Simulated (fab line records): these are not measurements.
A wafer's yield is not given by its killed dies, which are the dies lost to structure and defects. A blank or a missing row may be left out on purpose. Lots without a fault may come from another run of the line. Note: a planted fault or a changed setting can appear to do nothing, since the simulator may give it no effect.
Comparing a struck lot with a sound one	flow berkeleyCmos170	17 steps out of a route of 331
Sound: these wafers, L477.4, L477.5, L477.6. Wafers L486.1, L486.3, L486.5 were the ones struck. The cause is given at the end.
At each step with rows: each side's tool, then ch and its chambers, then its first start. Under that, the readings that differ: sound wafers	struck wafers	difference of the means	sigmas: that difference in standard deviations of wafers without a fault.
alike: readings whose means differ by less than 2 such deviations, and words and numbers that are the same on both sides. not compared: withheld readings, readings that some wafer has no value for, bounds like >300 that may hide the same value, and numbers for which the record gives no deviation and whose values overlap.
The two part at a step that has a row with sigmas, a row that says differs or no value, or rows on one side only. Numbers that have no deviation but don't overlap get no sigmas and don't part them. Lack of a reading on every wafer of one side parts them only where that side has two or more wafers.

first, 1 step without rows for these wafers: UCB170_NWELL_OXIDATION_01 (target thk 26.4 nm, ox time 1260 s).
UCB170_NWELL_THK_MEAS_02:
  sound: filmMetro-04 at day 2 06:53; struck: filmMetro-04 at day 4 06:00
  alike: NWELL_OXIDE_THK
then, 2 steps without rows for these wafers: UCB170_NWELL_ANNEAL_03 (time 900 s); UCB170_NWELL_CVD_04 (deposits Si3N4 from SiH2Cl2/NH3, target thk 224 nm, time 3360 s).
UCB170_NWELL_THK_MEAS_05:
  sound: filmMetro-04 at day 2 12:54; struck: filmMetro-02 at day 4 15:45
  alike: NWELL_NITRIDE_THK
then, 6 steps without rows for these wafers: UCB170_NWELL_HMDS_06 (prime time 60 s); UCB170_NWELL_COAT_07 (resist thk 900 nm); UCB170_NWELL_SOFTBAKE_08 (time 60 s); UCB170_NWELL_EXPOSE_09 (exposes mask NWELL, target cd 3000 nm); UCB170_NWELL_PEB_10; UCB170_NWELL_DEVELOP_11 (develop time 45 s).
UCB170_NWELL_OVL_MEAS_12:
  sound: overlay-01 at day 2 14:29; struck: overlay-02 at day 4 19:11
  alike: NWELL_OVL
UCB170_NWELL_ETCH_13: etches Si3N4 in CH3F/Ar/O2, stops on SiO2, target depth 246.4 nm, time 154 s.
  sound on rieDiel-01 ch 1,2, day 2 14:30; struck on rieDiel-04 ch 0,1,2, day 4 19:13
reading	sound	struck	difference	sigmas
rfFwdPowerW (W)	450.0 447.5 450.4	373.2 375.1 378.2	-73.8	-57
model.KrF_of_NWELL_COAT_07.thkNm (nm)	722.3 727.9 721.1	739.2 733.9 733.1	+11.6	
  alike: chamberPressureMTorr, drypumpMotorCurrentA, oesProductAu, throttleValvePct
  not compared: rfHoursCounterH
after that, 1 step had no rows for these wafers: UCB170_NWELL_IMPLANT_14.
UCB170_NWELL_STRIP_15: strips in O2.
  sound on plasmaAsher-03 ch 0,1, day 2 14:47; struck on plasmaAsher-02 ch 0,1, day 4 19:28
reading	sound	struck	difference	sigmas
stripTimeToEndpointS (s)	18.04 18.15 18.01	18.46 18.32 18.29	+0.29	+3
  alike: chamberPressureMTorr, drypumpMotorCurrentA, oesProductAu
  not compared: rfHoursCounterH
UCB170_NWELL_TW_MEAS_16:
  sound: filmMetro-04 at day 2 14:53; struck: filmMetro-04 at day 4 19:34
  alike: NWELL_TW
after that, 1 step had no rows for these wafers: UCB170_M3_PROBE_99.

## WHERE THEY PART
At UCB170_NWELL_ETCH_13 first; at UCB170_NWELL_STRIP_15 last (within this record only). Later steps at which nothing parts them and some readings are alike: UCB170_NWELL_TW_MEAS_16.

WHY: the cause the simulator had injected
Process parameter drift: rieDiel-04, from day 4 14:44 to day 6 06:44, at UCB170_NWELL_ETCH_13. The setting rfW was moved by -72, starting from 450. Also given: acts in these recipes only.
